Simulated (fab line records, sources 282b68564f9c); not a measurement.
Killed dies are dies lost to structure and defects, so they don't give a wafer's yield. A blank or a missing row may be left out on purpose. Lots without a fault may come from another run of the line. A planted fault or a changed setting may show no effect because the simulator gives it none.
Tool commonality check | flow rit_cmos | 14 lots, 42 wafers sampled

WHY IT WAS OPENED
At RIT_ACTIVE_THK_MEAS_04 the reading ACTIVE_NITRIDE_THK is flagged on 2 of 14 lots. Wafers without a fault read 149.8 nm, standard deviation 1.2.
Rule: a lot is flagged when every wafer of it that has a number lies more than 4 standard deviations from that mean, or none has a number. The other lots count as sound.

lot  | measured    | on            | ACTIVE_NITRIDE_THK (nm), wafer by wafer | flag
L851 | day 1 13:32 | film_metro-02 | 148.0 146.9 147.6                       |
L854 | day 2 04:32 | film_metro-04 | 148.5 149.7 148.3                       |
L855 | day 2 09:32 | film_metro-03 | 149.1 148.2 148.0                       |
L856 | day 2 14:33 | film_metro-03 | 120.6 122.2 120.7                       | FLAGGED
L857 | day 2 19:32 | film_metro-03 | 122.1 123.9 122.7                       | FLAGGED
L864 | day 4 07:15 | film_metro-03 | 150.3 148.1 147.4                       |
L865 | day 4 12:14 | film_metro-02 | 149.6 149.8 149.8                       |
L866 | day 4 17:15 | film_metro-04 | 150.6 151.6 150.7                       |
L868 | day 5 03:31 | film_metro-04 | 152.1 150.0 149.5                       |
L870 | day 5 13:03 | film_metro-04 | 148.9 149.2 149.6                       |
L871 | day 5 17:40 | film_metro-04 | 150.1 149.3 148.2                       |
L872 | day 5 22:41 | film_metro-02 | 150.4 148.5 149.2                       |
L873 | day 6 03:32 | film_metro-03 | 149.9 150.1 151.0                       |
L874 | day 6 08:33 | film_metro-03 | 149.4 150.1 149.1                       |
The numbers of the flagged lots are 122.0 nm on average: -27.8 nm against the usual, or -23 standard deviations.

WHICH TOOL RAN EACH LOT
The record holds 1 process step before the reading, out of a route of 202 steps. In each cell: the tool, then ch and the chambers that the sampled wafers went through, then the start.
lot  | flag    | RIT_ACTIVE_CVD_03
L851 |         | lpcvd-02 ch 0, day 1 12:07
L854 |         | lpcvd-02 ch 0, day 2 03:07
L855 |         | lpcvd-01 ch 1, day 2 08:07
L856 | FLAGGED | lpcvd-02 ch 1, day 2 13:07
L857 | FLAGGED | lpcvd-02 ch 1, day 2 18:07
L864 |         | lpcvd-01 ch 1, day 4 05:08
L865 |         | lpcvd-01 ch 0, day 4 10:07
L866 |         | lpcvd-01 ch 1, day 4 15:07
L868 |         | lpcvd-01 ch 0, day 5 02:05
L870 |         | lpcvd-01 ch 1, day 5 11:37
L871 |         | lpcvd-01 ch 1, day 5 16:15
L872 |         | lpcvd-02 ch 1, day 5 21:16
L873 |         | lpcvd-01 ch 1, day 6 02:07
L874 |         | lpcvd-01 ch 1, day 6 07:07
What these steps do:
- RIT_ACTIVE_CVD_03: deposits Si3N4 from SiH2Cl2/NH3, target thk 150 nm, time 1500 s.
- RIT_ACTIVE_THK_MEAS_04

FLAGGED OVER TOTAL, TOOL BY TOOL (the gauges that took the reading come last)
step                   | tool          | lots run | flagged | share of the flagged lots | sound lots run after its first flagged lot
RIT_ACTIVE_CVD_03      | lpcvd-01      | 9        | 0       | none                      | -
RIT_ACTIVE_CVD_03      | lpcvd-02      | 5        | 2       | all                       | 1 (L872)
RIT_ACTIVE_THK_MEAS_04 | film_metro-02 | 3        | 0       | none                      | -
RIT_ACTIVE_THK_MEAS_04 | film_metro-03 | 6        | 2       | all                       | 3 (L864,L873,L874)
RIT_ACTIVE_THK_MEAS_04 | film_metro-04 | 5        | 0       | none                      | -

WHAT THE TABLE ALLOWS
2 rows of the table ran every flagged lot: lpcvd-02 at RIT_ACTIVE_CVD_03, film_metro-03 at RIT_ACTIVE_THK_MEAS_04.
- lpcvd-02 at RIT_ACTIVE_CVD_03: 2 of its 5 lots flagged. Sound lots ran on it after the first flagged one (L872), which a lasting fault on the whole tool wouldn't allow. Its own readings lie more than 4 standard deviations out on every wafer of the flagged lots: pressure_mtorr.
- film_metro-03 at RIT_ACTIVE_THK_MEAS_04: 2 of its 6 lots flagged. Sound lots ran on it after the first flagged one (L864, L873, L874), which a lasting fault on the whole tool wouldn't allow.
No row of the table ran every flagged lot and no sound lot after the first.

WHAT THE SIMULATOR HAD PUT IN
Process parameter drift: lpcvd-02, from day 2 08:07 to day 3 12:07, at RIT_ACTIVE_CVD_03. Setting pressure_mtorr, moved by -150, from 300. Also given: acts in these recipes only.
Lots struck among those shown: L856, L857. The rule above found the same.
